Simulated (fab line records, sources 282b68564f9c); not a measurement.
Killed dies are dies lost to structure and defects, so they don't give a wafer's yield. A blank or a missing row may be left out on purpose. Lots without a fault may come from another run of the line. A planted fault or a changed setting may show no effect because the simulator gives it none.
Split-lot experiment | flow rit_cmos | 5 lots, 23 wafers read, on a route of 202 steps

THE SPLIT
At RIT_NRETRO_IMPLANT_08, the setting energy_kev was moved away from the recipe's 70 on 5 of the 23 wafers read, by -5.1% to -2.7%. The other wafers ran this setting at the recipe's value.

The reading is taken at the split's own step.

THE READING
implant.drp_nm (the simulator's own value, which no gauge read), in nm, at RIT_NRETRO_IMPLANT_08. The file gives no usual value for it.

wafer  | tool, chamber at the split | energy_kev as run | against the recipe | implant.drp_nm, nm | against lot-mates on the recipe
L074.1 | implanter-03, 0            | 70                | recipe             | 33.94              | -
L074.2 | implanter-03, 0            | 70                | recipe             | 33.94              | -
L074.3 | implanter-03, 0            | 70                | recipe             | 33.94              | -
L074.4 | implanter-03, 0            | 70                | recipe             | 33.94              | -
L074.5 | implanter-03, 0            | 70                | recipe             | 33.94              | -
L078.1 | implanter-03, 0            | 68.08             | -2.7%              | 33.15              | -0.79
L078.5 | implanter-03, 0            | 68.08             | -2.7%              | 33.15              | -0.79
L078.3 | implanter-03, 0            | 70                | recipe             | 33.94              | -
L078.4 | implanter-03, 0            | 70                | recipe             | 33.94              | -
L078.6 | implanter-03, 0            | 70                | recipe             | 33.94              | -
L079.1 | implanter-03, 0            | 70                | recipe             | 33.94              | -
L079.5 | implanter-03, 0            | 70                | recipe             | 33.94              | -
L079.2 | implanter-03, 0            | 66.43             | -5.1%              | 32.46              | -1.48
L079.4 | implanter-03, 0            | 66.43             | -5.1%              | 32.46              | -1.48
L079.6 | implanter-03, 0            | 66.43             | -5.1%              | 32.46              | -1.48
L083.1 | implanter-03, 0            | 70                | recipe             | 33.94              | -
L083.2 | implanter-03, 0            | 70                | recipe             | 33.94              | -
L083.3 | implanter-03, 0            | 70                | recipe             | 33.94              | -
L083.4 | implanter-03, 0            | 70                | recipe             | 33.94              | -
L083.5 | implanter-03, 0            | 70                | recipe             | 33.94              | -
L084.2 | implanter-03, 0            | 70                | recipe             | 33.94              | -
L084.4 | implanter-03, 0            | 70                | recipe             | 33.94              | -
L084.6 | implanter-03, 0            | 70                | recipe             | 33.94              | -

THE FIT
A straight line over all 23 wafers: implant.drp_nm changes by +0.29 nm for each +1% of energy_kev; r = +1.00; the points scatter about the line by 0.0017 nm.
The same after taking each lot's own level away (the mean of its wafers on the recipe; 23 wafers): +0.29 nm for each +1%; r = +1.00; scatter 0.0017 nm.
On that fit, the largest move of energy_kev shifts the reading by 1.5 nm.
The lots' own levels span 33.940 to 33.940 nm.
So the lot-to-lot level changes the slope little: the two slopes agree.
Check: with one of the wafers moved furthest among these (-5.1%) left out of the fit, the line predicts -1.48 nm for it against its lot-mates. It came out at -1.48 nm against them.

OTHER SPLITS ON THESE WAFERS
These wafers also went through other splits before the reading. Each is held against what the fit with the lots' levels taken away leaves over:
other split on the same wafers       | wafers away from the commonest value | r with implant.drp_nm (lot level and that fit taken away)
RIT_ACTIVE_CVD_03 time_s             | 5                                    | -0.08
RIT_ACTIVE_DEVELOP_10 develop_time_s | 10                                   | -0.12
RIT_FOX1_OXIDATION_00 temp_c         | 18                                   | +0.13
RIT_NWELL_IMPLANT_08 dose_cm2        | 8                                    | +0.05
RIT_PWELL_COAT_01 resist_thk_nm      | 4                                    | +0.20
RIT_PWELL_HARDBAKE_07 temp_c         | 4                                    | -0.27
RIT_NRETRO_COAT_01 spin_rpm          | 7                                    | -0.10

THE WHOLE CHAIN: every reading that the file lists as answering this split, in the file's order
step                  | what it does | reading                                                         | change (the file's fit)               | r (the file's)
RIT_NRETRO_IMPLANT_08 |              | implant.rp_nm (the simulator's own value, which no gauge read)  | +0.871 nm for each +1% of the setting | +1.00
RIT_NRETRO_IMPLANT_08 |              | implant.drp_nm (the simulator's own value, which no gauge read) | +0.29 nm for each +1% of the setting  | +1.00

THE FILE'S OWN FIT
implant.drp_nm changes by +0.29 nm for each +1% of energy_kev, r = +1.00.
